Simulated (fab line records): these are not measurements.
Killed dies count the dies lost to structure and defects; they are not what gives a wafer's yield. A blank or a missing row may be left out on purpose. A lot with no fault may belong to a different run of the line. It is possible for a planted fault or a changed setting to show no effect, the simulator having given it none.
Split-lot experiment + flow berkeley cmos170 + route with 331 steps; 5 lots, 23 wafers read

== SPLIT DETAILS ==
At UCB170_ACTIVE_COAT_08 (resist thk 900 nm), the setting spin rpm was moved away from the recipe's 1500 rpm on 7 of the 23 wafers read, by -7.0% to -3.1%. All remaining wafers had this setting at the recipe value.

No step appears in the file between the split and the reading.

== THE READING ==
KrF_of_ACTIVE_COAT_08.thk nm (the simulator's own value, which no gauge read), in nm, at UCB170_ACTIVE_ETCH_15 (etches Si3N4 in CH3F/Ar/O2, stops on SiO2, target depth 242 nm, time 151 s). The file gives no usual value for it. Average 725.0 nm, standard deviation 2.6 nm, over the 16 wafers here run with the recipe.

| wafer  | tool, chamber at the split | spin rpm as run, rpm | against the recipe | KrF_of_ACTIVE_COAT_08.thk nm, nm | against lot-mates on the recipe |
|--------|----------------------------|----------------------|--------------------|----------------------------------|---------------------------------|
| L076.1 | litho track-02, 0          | 1500                 | recipe             | 724.2                            | -                               |
| L076.3 | litho track-02, 0          | 1500                 | recipe             | 721.1                            | -                               |
| L076.6 | litho track-02, 0          | 1500                 | recipe             | 725.8                            | -                               |
| L075.1 | litho track-02, 0          | 1500                 | recipe             | 726.2                            | -                               |
| L075.2 | litho track-02, 0          | 1500                 | recipe             | 723.9                            | -                               |
| L075.3 | litho track-02, 0          | 1500                 | recipe             | 725.9                            | -                               |
| L075.5 | litho track-02, 0          | 1500                 | recipe             | 726.3                            | -                               |
| L075.6 | litho track-02, 0          | 1500                 | recipe             | 725.9                            | -                               |
| L077.1 | litho track-03, 0          | 1500                 | recipe             | 724.5                            | -                               |
| L077.2 | litho track-03, 0          | 1500                 | recipe             | 723.2                            | -                               |
| L077.3 | litho track-03, 0          | 1395                 | -7.0%              | 758.4                            | +35.4                           |
| L077.4 | litho track-03, 0          | 1395                 | -7.0%              | 752.6                            | +29.6                           |
| L077.6 | litho track-03, 0          | 1500                 | recipe             | 721.3                            | -                               |
| L080.1 | litho track-02, 0          | 1500                 | recipe             | 732                              | -                               |
| L080.2 | litho track-02, 0          | 1453                 | -3.1%              | 741.4                            | +15.0                           |
| L080.3 | litho track-02, 0          | 1453                 | -3.1%              | 743.7                            | +17.3                           |
| L080.4 | litho track-02, 0          | 1500                 | recipe             | 721.8                            | -                               |
| L080.5 | litho track-02, 0          | 1500                 | recipe             | 725.5                            | -                               |
| L084.2 | litho track-02, 0          | 1500                 | recipe             | 728.1                            | -                               |
| L084.3 | litho track-02, 0          | 1500                 | recipe             | 724.5                            | -                               |
| L084.4 | litho track-02, 0          | 1450                 | -3.3%              | 743.8                            | +17.5                           |
| L084.5 | litho track-02, 0          | 1450                 | -3.3%              | 747.1                            | +20.8                           |
| L084.6 | litho track-02, 0          | 1450                 | -3.3%              | 738.7                            | +12.4                           |

THE FIT
A straight line over all 23 wafers: KrF_of_ACTIVE_COAT_08.thk nm changes by -4.68 nm for each +1% of spin rpm; r = -0.96; the points scatter about the line by 3.1 nm.
The same after taking each lot's own level away (the mean of its wafers on the recipe; 23 wafers): -4.77 nm for each +1%; r = -0.97; scatter 2.6 nm.
The reading moves by 33 nm for the largest change in spin rpm, on that fit.
From 723.00 to 726.43 nm: that is the span of the lots' own levels, equal to 1.3 times the standard deviation above.
Consequently the slope shifts little with the lot-to-lot level, the two slopes agreeing.
Check: +32.6 nm against its lot-mates is what the line predicts for one of the wafers moved furthest among these (-7.0%) when that wafer is left out of the fit. Against them it came out at +35.4 nm.

== OTHER SPLITS ON THESE WAFERS ==
Other splits were also applied to these wafers ahead of the reading. Each is held against what the fit with the lots' levels taken away leaves over:
| other split on the same wafers          | wafers away from the commonest value | r with KrF_of_ACTIVE_COAT_08.thk nm (lot level and that fit taken away) |
|-----------------------------------------|--------------------------------------|-------------------------------------------------------------------------|
| UCB170_START_OXIDATION_02 temp c        | 18                                   | -0.09                                                                   |
| UCB170_WELLDRIVE_OXIDATION_01 ox time s | 15                                   | -0.12                                                                   |

== THE WHOLE CHAIN: every reading that the file lists as answering this split, in the file's order ==
| step                   | what it does                                                               | reading                                                                       | change (the file's fit)              | r (the file's) |
|------------------------|----------------------------------------------------------------------------|-------------------------------------------------------------------------------|--------------------------------------|----------------|
| UCB170_ACTIVE_COAT_08  | resist thk 900 nm                                                          | KrF_of_ACTIVE_COAT_08.thk nm (the simulator's own value, which no gauge read) | -4.56 nm for each +1% of the setting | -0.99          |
| UCB170_ACTIVE_ETCH_15  | etches Si3N4 in CH3F/Ar/O2, stops on SiO2, target depth 242 nm, time 151 s | KrF_of_ACTIVE_COAT_08.thk nm (the simulator's own value, which no gauge read) | -4.78 nm for each +1% of the setting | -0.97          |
| UCB170_ACTIVE_STRIP_16 | strips in O2                                                               | strip time to endpoint s                                                      | withheld for each +1% of the setting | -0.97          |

== FILE'S OWN FIT ==
KrF_of_ACTIVE_COAT_08.thk nm changes by -4.78 nm for each +1% of spin rpm, r = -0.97.
